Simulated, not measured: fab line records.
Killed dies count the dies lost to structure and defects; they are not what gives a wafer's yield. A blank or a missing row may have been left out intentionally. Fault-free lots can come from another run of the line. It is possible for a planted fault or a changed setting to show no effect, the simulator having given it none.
A struck lot beside a sound one :: flow rit cmos :: 14 steps out of a route of 202
Sound: wafers L419.2, L419.3, L419.4. The struck wafers were L412.4, L412.5, L412.6. The cause is given at the end.
For every step that has rows: the tool of each side, followed by ch and its chambers, followed by its first start. Under that, the readings that differ: sound wafers :: struck wafers :: difference of the means :: sigmas: that difference in standard deviations of wafers without a fault.
alike: words and numbers the same on both sides, and readings whose means are apart by under 2 such deviations; not compared: readings that were withheld, readings missing a value for some wafer, numbers with overlapping values and no deviation given by the record, and bounds like >300 which may hide the same value.
Wherever a step has rows on one side only, a row that says differs or no value, or a row with sigmas, the two part there. Numbers that don't overlap but have no deviation are shown without sigmas and don't part them. A reading missing from all wafers of one side parts the sides only when that side holds two or more wafers.

first, 3 steps without rows for these wafers: RIT_GATE_CLEAN_02 (cleans in dHF, time 30 s); RIT_GATE_CLEAN_03 (cleans in SC2, time 600 s); RIT_GATE_CLEAN_04 (cleans in dHF, time 60 s).
RIT_FOX2_THK_MEAS_91:
  struck on film metro-02, day 5 07:15; sound on film metro-01, day 6 20:25
  alike: FIELD_OXIDE_LEFT_2_THK
then, 2 steps without rows for these wafers: RIT_GATE_OXIDATION_05 (target thk 3 nm, ox time 270 s); RIT_GATE_ANNEAL_06 (time 600 s).
RIT_GATE_THK_MEAS_07:
  struck on film metro-01, day 5 08:38; sound on film metro-01, day 6 22:08
  alike: GATE_OXIDE_THK
then, 1 step without rows for these wafers: RIT_GATE_CVD_08 (deposits poly-Si from SiH4, target thk 250 nm, time 2220 s).
RIT_GATE_THK_MEAS_09:
  struck on film metro-01, day 5 10:19; sound on film metro-01, day 7 01:01
  alike: GATE_POLY_THK
then, 3 steps without rows for these wafers: RIT_GATE_HMDS_10 (prime time 60 s); RIT_GATE_COAT_11 (resist thk 850 nm); RIT_GATE_SOFTBAKE_12 (time 60 s).
RIT_GATE_EXPOSE_13: exposes mask M6, target cd 150 nm.
  sound on iline stepper-01 ch 0, day 7 01:39; struck on iline stepper-01, day 5 10:51
  no value came back on the struck wafers for exposure dose mJ cm2, focus offset nm (nm); on the sound wafers exposure dose mJ cm2 reads 380.1 380.5 380.0
  alike: mask
then, 1 step without rows for these wafers: RIT_GATE_PEB_14.

## WHERE THEY PART
At RIT_GATE_EXPOSE_13 and nowhere else, as far as this record goes.

WHY: what the simulator had put in
Step skipped in full: iline stepper-01, at RIT_GATE_EXPOSE_13, from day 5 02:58 onward. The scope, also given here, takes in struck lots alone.
